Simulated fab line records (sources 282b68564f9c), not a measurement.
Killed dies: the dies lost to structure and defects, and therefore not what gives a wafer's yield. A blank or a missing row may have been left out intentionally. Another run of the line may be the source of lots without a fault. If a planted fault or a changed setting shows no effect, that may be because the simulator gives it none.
One fault through the eyes of 2 desks ; flow ritCmos ; each desk has only its own numbers; what lay behind them comes last

== THE METROLOGY DESK ==
What the gauges read, lot by lot, whatever tool the lot ran on: means of the sampled wafers that have a number. The brackets show how far a lot's mean lies from the usual mean; more than 4 standard deviations puts the lot out of limits, marked OUT.
Columns: A = PRETRO_OVL at RIT_PRETRO_OVL_MEAS_06, usual 0.1 nm; B = cdNm at RIT_GATE_CD_MEAS_16, usual 149 nm; C = GATE_OVL at RIT_GATE_OVL_MEAS_17, usual -0.4 nm
lot;first seen here;A;B;C
L787;day 2 10:49;0.1;152;-2.2
L789;day 2 19:11;0.9;147;0.8
L790;day 3 06:07;0.1;149;1.5
L791;day 3 11:18;1.0;150;0.4
L798;day 4 15:56;-1.1;143;-1.4
L801;day 5 06:04;0.6;155;-0.7
L802;day 5 11:51;1.3;146;0.4
L803;day 5 18:43;2.2;150;0.6
L805;day 6 02:07;1.1;145;3.8
L806;day 6 09:43;0.2;147;0.0
L807;day 6 16:56;0.4;152;0.3
L808;day 6 20:17;1.0;149;-1.4
L810;day 7 09:43;-0.6;143;1.0
Result from this desk: across the 13 lots, nothing is out of limits.

== THE TOOL OWNER'S DESK: rieSi-02 ==
The tool's own readings at RIT_GATE_ETCH_19 (etches poly-Si in SF6/CHF3/O2, stops on SiO2, time 165 s, target depth 312.5 nm): means of the sampled wafers that have a number, for each lot that ran on this tool. The brackets show how far a lot's mean lies from the usual mean; more than 4 standard deviations puts the lot out of limits, marked OUT.
Columns: A = chamberPressureMTorr at RIT_GATE_ETCH_19, usual 40.00 mTorr; B = drypumpMotorCurrentA at RIT_GATE_ETCH_19, usual 5.89 A; C = oesProductAu at RIT_GATE_ETCH_19, usual 0.852 a.u.; D = rfFwdPowerW at RIT_GATE_ETCH_19, usual 159.4 W; E = throttleValvePct at RIT_GATE_ETCH_19, usual 10.28 %
lot;first seen here;A;B;C;D;E
L787;day 2 22:49;40.03;5.96;0.854;159.1;10.10
L789;day 3 01:04;39.99;5.93;0.862;159.5;10.32
L791;day 3 20:27;39.99;6.02;0.853;159.6;10.19
L801;day 5 12:26;40.01;5.87;0.866;159.2;10.30
L803;day 6 00:27;40.02;5.88;0.848;159.2;10.30
L805;day 6 13:28;39.97;6.08;0.867;159.7;10.21
L807;day 7 03:53;40.00;5.67;0.821;159.2;10.32
Result from this desk: across the 7 lots, nothing is out of limits.

== PUT TOGETHER ==
At the metrology desk, nothing out of limits was observed.
Nothing out of limits was seen by the tool owner's desk.

== WHAT THE SIMULATOR HAD INSERTED ==
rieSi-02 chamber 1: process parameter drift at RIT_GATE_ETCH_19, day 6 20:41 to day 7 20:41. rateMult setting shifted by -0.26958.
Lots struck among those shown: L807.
